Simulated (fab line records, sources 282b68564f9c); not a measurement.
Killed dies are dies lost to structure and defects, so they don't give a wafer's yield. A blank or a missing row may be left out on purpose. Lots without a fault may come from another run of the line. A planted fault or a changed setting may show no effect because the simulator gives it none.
A struck lot beside a sound one | flow rit_cmos | 14 steps out of a route of 202
Sound: wafers L788.1, L788.2, L788.5. Struck: wafers L797.1, L797.4, L797.6. The cause comes at the end.
At each step with rows: each side's tool, then ch and its chambers, then its first start. Under that, the readings that differ: sound wafers | struck wafers | difference of the means | sigmas: that difference in standard deviations of wafers without a fault.
alike: readings whose means differ by less than 2 such deviations, and words and numbers that are the same on both sides. not compared: withheld readings, readings that some wafer has no value for, bounds like >300 that may hide the same value, and numbers for which the record gives no deviation and whose values overlap.
The two part at a step that has a row with sigmas, a row that says differs or no value, or rows on one side only. Numbers that don't overlap but have no deviation are shown without sigmas and don't part them. A reading that every wafer of one side lacks parts them only if that side has two wafers or more.

first, 4 steps without rows for these wafers: RIT_NWELL_SOFTBAKE_02 (time 60 s); RIT_NWELL_EXPOSE_03 (exposes mask M2, target cd 43900 nm); RIT_NWELL_PEB_04; RIT_NWELL_DEVELOP_05 (develop time 68 s).
RIT_NWELL_OVL_MEAS_06:
  sound on overlay-02, day 2 01:16; struck on overlay-01, day 3 22:15
  alike: NWELL_OVL
then, 2 steps without rows for these wafers: RIT_NWELL_HARDBAKE_07 (time 120 s); RIT_NWELL_IMPLANT_08.
RIT_NWELL_STRIP_09: strips in O2, time 180 s.
  sound on plasma_asher-02 ch 0,1, day 2 01:42; struck on plasma_asher-01 ch 0,1, day 3 22:41
  alike: drypump_motor_current_A
  not compared: rf_hours_counter_h
RIT_NWELL_TW_MEAS_10:
  sound on film_metro-04, day 2 01:53; struck on film_metro-01, day 3 22:52
  alike: NWELL_TW
then, 3 steps without rows for these wafers: RIT_PWELL_HMDS_00 (prime time 60 s); RIT_PWELL_COAT_01 (resist thk 1300 nm); RIT_PWELL_SOFTBAKE_02 (time 60 s).
RIT_PWELL_EXPOSE_03: exposes mask M3, target cd 43700 nm.
  sound on iline_stepper-01 ch 0, day 2 02:23; struck on iline_stepper-02, day 3 23:22
  no value came back on the struck wafers for exposure_dose_mJ_cm2, focus_offset_nm (nm), na; on the sound wafers exposure_dose_mJ_cm2 reads 249.98 250.20 249.75
  alike: mask
then, 1 step without rows for these wafers: RIT_PWELL_PEB_04.

WHERE THEY PART
Only at RIT_PWELL_EXPOSE_03, within this record.

WHY: what the simulator had put in
Skipped step whole: iline_stepper-02, from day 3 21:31 on, at RIT_PWELL_EXPOSE_03. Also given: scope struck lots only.
